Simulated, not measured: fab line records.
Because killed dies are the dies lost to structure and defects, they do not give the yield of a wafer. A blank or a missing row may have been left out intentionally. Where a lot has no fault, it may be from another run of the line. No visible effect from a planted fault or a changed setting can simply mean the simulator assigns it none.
One fault through the eyes of 2 desks + flow rit-cmos + what lay behind the numbers comes last; until then each desk has only its own

## AT THE METROLOGY DESK
Lot by lot, what the gauges showed, no matter which tool ran the lot: averages of those sampled wafers that carry a number. The brackets show how far a lot's mean lies from the usual mean; more than 4 standard deviations puts the lot out of limits, marked OUT.
Columns: A = NSD_RS at RIT_SDANNEAL_RS_MEAS_05, usual 84.60 ohm/sq
| lot  | first seen here | A     |
|------|-----------------|-------|
| L290 | day 3 14:46     | 84.78 |
| L292 | day 3 21:11     | 84.73 |
| L293 | day 4 11:00     | 84.48 |
| L296 | day 4 15:38     | 84.66 |
| L297 | day 4 20:42     | 84.86 |
| L300 | day 5 10:48     | 85.02 |
| L302 | day 6 00:01     | 84.65 |
| L303 | day 6 01:45     | 84.44 |
| L305 | day 6 12:53     | 84.43 |
| L307 | day 7 05:05     | 84.81 |
| L308 | day 7 12:13     | 84.76 |
| L311 | day 8 07:48     | 84.44 |
Finding of this desk: none of the 12 lots has anything out of limits.

## AT THE TOOL OWNER'S DESK: implanter-03
For each lot that ran on this tool, the mean over its sampled wafers that have a number, from the tool's own readings at RIT_NSD_IMPLANT_08. The brackets show how far a lot's mean lies from the usual mean; more than 4 standard deviations puts the lot out of limits, marked OUT.
Columns: A = end-station-pressure-torr at RIT_NSD_IMPLANT_08, usual 7.5e-06 Torr; B = tilt-deg at RIT_NSD_IMPLANT_08, usual 7.004 degrees
| lot  | first seen here | A       | B     |
|------|-----------------|---------|-------|
| L290 | day 3 12:07     | 7.7e-06 | 7.012 |
| L292 | day 3 18:43     | 7.9e-06 | 6.991 |
| L295 | day 4 08:20     | 7.6e-06 | 6.971 |
| L298 | day 4 21:37     | 7.4e-06 | 7.013 |
| L311 | day 8 05:28     | 7.9e-06 | 7.001 |
Finding of this desk: none of the 5 lots has anything out of limits.

## TAKEN TOGETHER
At the metrology desk, nothing out of limits was observed.
The desk of the tool owner found nothing out of limits.

## WHAT WAS PUT IN BY THE SIMULATOR
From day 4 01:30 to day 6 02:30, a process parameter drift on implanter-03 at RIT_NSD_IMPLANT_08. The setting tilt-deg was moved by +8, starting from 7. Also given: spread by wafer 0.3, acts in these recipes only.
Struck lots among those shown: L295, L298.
